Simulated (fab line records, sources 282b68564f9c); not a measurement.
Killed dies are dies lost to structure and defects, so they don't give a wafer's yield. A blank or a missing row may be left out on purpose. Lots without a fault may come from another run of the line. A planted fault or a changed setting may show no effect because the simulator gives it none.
One fault seen from 2 desks | flow rit_cmos | each desk has only its own numbers; what lay behind them comes last

THE METROLOGY DESK
What the gauges read, lot by lot, whatever tool the lot ran on: means of the sampled wafers that have a number. A lot is out of limits, marked OUT, if its mean lies more than 4 standard deviations from the usual mean; the brackets give that distance.
Columns: A = GATE_OXIDE_THK at RIT_GATE_THK_MEAS_07, usual 3.02 nm; B = GATE_POLY_THK at RIT_GATE_THK_MEAS_09, usual 243.8 nm; C = cd_nm at RIT_GATE_CD_MEAS_16, usual 150.3 nm; D = GATE_OVL at RIT_GATE_OVL_MEAS_17, usual 0.3 nm
lot  | first seen here | A    | B     | C     | D
L386 | day 2 21:49     | 2.97 | 244.7 | 154.6 | 0.4
L387 | day 3 09:17     | 3.00 | 242.1 | 152.1 | 2.8
L399 | day 5 17:34     | 3.15 | 243.9 | 150.3 | -0.3
L401 | day 6 04:08     | 3.07 | 243.4 | 147.2 | 0.3
L402 | day 6 09:10     | 3.01 | 244.3 | 152.8 | 0.7
L404 | day 6 18:31     | 3.10 | 244.3 | 153.1 | -0.4
This desk's finding: nothing out of limits on any of the 6 lots.

THE TOOL OWNER'S DESK: rie_si-01
The tool's own readings at RIT_GATE_ETCH_19 (etches poly-Si in SF6/CHF3/O2, stops on SiO2, time 165 s, target depth 312.5 nm): means of the sampled wafers that have a number, for each lot that ran on this tool. A lot is out of limits, marked OUT, if its mean lies more than 4 standard deviations from the usual mean; the brackets give that distance.
Columns: A = CHF3_flow_sccm at RIT_GATE_ETCH_19, usual 29.99 sccm; B = drypump_motor_current_A at RIT_GATE_ETCH_19, usual 5.8 A; C = oes_product_au at RIT_GATE_ETCH_19, usual 0.838 a.u.; D = throttle_valve_pct at RIT_GATE_ETCH_19, usual 10.24 %
lot  | first seen here | A     | B   | C     | D
L387 | day 3 12:20     | 29.97 | 6.0 | 0.820 | 10.14
L399 | day 5 20:37     | 29.89 | 6.4 | 0.805 | 10.16
L401 | day 6 07:01     | 30.00 | 6.4 | 0.813 | 10.16
This desk's finding: nothing out of limits on any of the 3 lots.

PUT TOGETHER
The metrology desk saw nothing out of limits.
The tool owner's desk saw nothing out of limits.

WHAT THE SIMULATOR HAD PUT IN
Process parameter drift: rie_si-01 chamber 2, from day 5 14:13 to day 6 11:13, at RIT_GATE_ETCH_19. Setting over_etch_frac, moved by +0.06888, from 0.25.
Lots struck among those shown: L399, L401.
